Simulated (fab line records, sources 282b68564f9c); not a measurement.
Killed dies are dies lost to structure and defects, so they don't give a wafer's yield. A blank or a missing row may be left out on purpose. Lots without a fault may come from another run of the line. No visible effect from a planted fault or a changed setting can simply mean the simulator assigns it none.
Which tool was responsible? ; flow rit-cmos ; Sampling: 14 lots, 42 wafers, 2 of 202 route steps

## WHAT THE GAUGES READ, wafer by wafer
Not one reading of a measure or inspect step in the record can be checked against a usual standard deviation.

## EACH LOT AND THE TOOL THAT RAN IT (in order: tool; ch and the chambers of the sampled wafers; start)
lot;RIT_M1_SOFTBAKE_05;RIT_M1_PROBE_99
L210;litho-track-04 ch 0, day 3 13:06;prober-01, day 3 16:29
L211;litho-track-01 ch 0, day 4 01:04;prober-02, day 4 04:33
L212;litho-track-04 ch 0, day 4 01:22;prober-01, day 4 06:00
L215;litho-track-04 ch 0, day 4 20:14;prober-02, day 4 23:36
L216;litho-track-01 ch 0, day 5 01:32;prober-01, day 5 04:57
L221;litho-track-04 ch 0, day 5 23:22;prober-01, day 6 02:36
L222;litho-track-04 ch 0, day 6 03:48;prober-02, day 6 07:05
L223;litho-track-02 ch 0, day 6 09:35;prober-02, day 6 14:08
L225;litho-track-02 ch 0, day 6 17:59;prober-01, day 6 21:17
L227;litho-track-01 ch 0, day 7 02:33;prober-01, day 7 05:56
L228;litho-track-01 ch 0, day 7 04:13;prober-02, day 7 07:28
L230;litho-track-02 ch 0, day 7 16:00;prober-02, day 7 19:14
L231;litho-track-01 ch 0, day 8 00:08;prober-01, day 8 03:32
L233;litho-track-01 ch 0, day 8 10:26;prober-01, day 8 14:08
- RIT_M1_SOFTBAKE_05: time 60 s.
- RIT_M1_PROBE_99

## WHAT THE TOOLS THEMSELVES READ (means of the sampled wafers that have a number; where no wafer has one, the mark that the record gives instead)
RIT_M1_SOFTBAKE_05.
lot;tool;heater-power-total-W (W)
L210;litho-track-04;34.57
L211;litho-track-01;34.56
L212;litho-track-04;34.60
L215;litho-track-04;34.55
L216;litho-track-01;34.59
L221;litho-track-04;35.77
L222;litho-track-04;35.80
L223;litho-track-02;34.56
L225;litho-track-02;34.62
L227;litho-track-01;34.55
L228;litho-track-01;34.57
L230;litho-track-02;34.57
L231;litho-track-01;34.52
L233;litho-track-01;34.56

RIT_M1_PROBE_99.
lot;tool;defect-limited-yield (%);killed-at-contacts;killed-at-front-end;killed-dies;killed-open;killed-short;sort_bin_3_pad_short (%);sort_bin_5_function (%);sort_bin_6_memory (%);sort-n-pass;sort-yield-pct (%)
L210;prober-01;97.4;0.0;7.0;7.0;4.0;3.0;0.0;1.9;0.7;257.0;97.4
L211;prober-02;96.5;0.0;9.3;9.3;4.7;4.7;0.6;2.0;0.9;254.7;96.5
L212;prober-01;96.8;0.0;8.3;8.3;4.0;4.3;0.6;1.5;1.0;255.7;96.8
L215;prober-02;97.7;0.0;6.0;6.0;3.0;3.0;0.1;1.4;0.8;258.0;97.7
L216;prober-01;97.2;0.0;7.3;7.3;4.0;3.3;0.1;1.6;1.0;256.7;97.2
L221;prober-01;97.4;0.0;7.0;7.0;5.0;2.0;0.1;1.3;1.3;257.0;97.4
L222;prober-02;97.1;0.0;7.7;7.7;4.0;3.7;0.0;1.7;1.3;256.3;97.1
L223;prober-02;96.3;0.0;9.7;9.7;4.3;5.3;0.3;2.4;1.0;254.3;96.3
L225;prober-01;98.1;0.3;4.7;5.0;3.0;2.0;0.0;1.2;0.6;259.0;98.1
L227;prober-01;96.8;0.0;8.3;8.3;4.3;4.0;0.3;1.8;1.2;255.7;96.8
L228;prober-02;97.1;0.0;7.7;7.7;3.3;4.0;0.3;1.5;1.1;256.3;97.1
L230;prober-02;97.0;0.0;8.0;8.0;3.0;5.0;0.1;2.0;0.9;256.0;97.0
L231;prober-01;96.7;0.3;8.3;8.7;3.7;4.3;0.1;1.5;1.6;255.3;96.7
L233;prober-01;96.1;0.3;10.0;10.3;4.7;5.7;0.3;2.2;1.5;253.7;96.1

## THE ANSWER, worked out from the rows above alone
Rule: what is usual is taken from the lots themselves. Put in order of their means at a reading, lots are off if they are a third of the lots or fewer, leave a main group of 4 or more, and stand apart from it by a gap of 3 or more times the standard deviation of the main group's means; of several such gaps the widest counts. If all means in a main group match to the digits the tables above print for the reading, that group is not used. A lot without any number at a reading at which 4 lots or more have one is off too. Any other lot the step has rows for is counted as sound. The gauges are gone through in route order, then the tools' own readings, and for those a lot's mean is taken as printed above. At the first step where some lot is off, the reading lying furthest off is the one used; lots without a number count as furthest.
Off: L221, L222 (RIT_M1_SOFTBAKE_05, heater-power-total-W). For the main group the mean is 34.57 W and the standard deviation 0.025.
A tool fits if, at that step or a process step before it, it ran every lot that is off, and no sound lot after the first of them. One fits: litho-track-04 at RIT_M1_SOFTBAKE_05. Its last sound lot is L215 (day 4 20:14), its first lot that is off L221 (day 5 23:22): a fault that began between those two fits.
The tool's own readings at RIT_M1_SOFTBAKE_05 bear it out: on the lots that are off they differ by more than 5 times the standard deviation of the sound lots' means. heater-power-total-W reads 35.78 W there against 34.57 W on the sound lots.

## WHAT THE SIMULATOR PUT IN
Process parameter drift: litho-track-04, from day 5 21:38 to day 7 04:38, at RIT_M1_SOFTBAKE_05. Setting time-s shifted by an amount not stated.
Struck lots among those shown: L221, L222. The rule above found the same.
